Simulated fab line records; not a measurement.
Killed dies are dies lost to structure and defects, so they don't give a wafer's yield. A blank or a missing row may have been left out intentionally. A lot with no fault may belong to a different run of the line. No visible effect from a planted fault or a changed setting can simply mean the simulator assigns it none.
Split-lot study ; flow rit-cmos ; 23 wafers read from 5 lots, route of 202 steps

== ON THE SPLIT ==
At RIT_ACTIVE_CVD_03 (deposits Si3N4 from SiH2Cl2/NH3, target thk 150 nm, time 1500 s), the setting pressure-mtorr was moved away from the recipe's 300 mTorr on 15 of the 23 wafers read, by +10.5% to +14.5%. The other wafers ran this setting at the recipe's value.

The reading is taken at the split's own step.

== THE READING ==
Si3N4_of_ACTIVE_CVD_03.thk-nm (the simulator's own value, which no gauge read), in nm, at RIT_ACTIVE_CVD_03 (deposits Si3N4 from SiH2Cl2/NH3, target thk 150 nm, time 1500 s). The file gives no usual value for it. Average 149.2 nm, standard deviation 1.5 nm, over the 8 wafers here run with the recipe.

wafer;tool, chamber at the split;pressure-mtorr as run, mTorr;against the recipe;Si3N4_of_ACTIVE_CVD_03.thk-nm, nm;against lot-mates on the recipe
L076.1;lpcvd-02, 1;300;recipe;151.2;-
L076.3;lpcvd-02, 1;300;recipe;149.9;-
L076.6;lpcvd-02, 1;300;recipe;151.6;-
L079.1;-, -;343.6;+14.5%;157.5;no lot-mate on the recipe
L079.2;-, -;343.6;+14.5%;158;no lot-mate on the recipe
L079.4;-, -;343.6;+14.5%;158;no lot-mate on the recipe
L079.5;-, -;343.6;+14.5%;157.3;no lot-mate on the recipe
L079.6;-, -;343.6;+14.5%;157.3;no lot-mate on the recipe
L081.1;-, -;300;recipe;147.2;-
L081.2;-, -;300;recipe;148.8;-
L081.3;-, -;300;recipe;148.8;-
L081.4;-, -;300;recipe;147.8;-
L081.5;-, -;300;recipe;148.2;-
L084.1;-, -;331.4;+10.5%;155.1;no lot-mate on the recipe
L084.2;-, -;331.4;+10.5%;155.6;no lot-mate on the recipe
L084.3;-, -;331.4;+10.5%;154.5;no lot-mate on the recipe
L084.5;-, -;331.4;+10.5%;153.3;no lot-mate on the recipe
L084.6;-, -;331.4;+10.5%;154.4;no lot-mate on the recipe
L085.2;-, -;342;+14.0%;155.4;no lot-mate on the recipe
L085.3;-, -;342;+14.0%;155.7;no lot-mate on the recipe
L085.4;-, -;342;+14.0%;154.2;no lot-mate on the recipe
L085.5;-, -;342;+14.0%;154.6;no lot-mate on the recipe
L085.6;-, -;342;+14.0%;156.1;no lot-mate on the recipe

FIT RESULTS
A straight line over all 23 wafers: Si3N4_of_ACTIVE_CVD_03.thk-nm changes by +0.51 nm for each +1% of pressure-mtorr; r = +0.93; the points scatter about the line by 1.3 nm.
Too few moved wafers with a lot-mate on the recipe to fit a line net of each lot's own level.

== FILE'S OWN FIT ==
Si3N4_of_ACTIVE_CVD_03.thk-nm changes by +0.511 nm for each +1% of pressure-mtorr, r = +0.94.
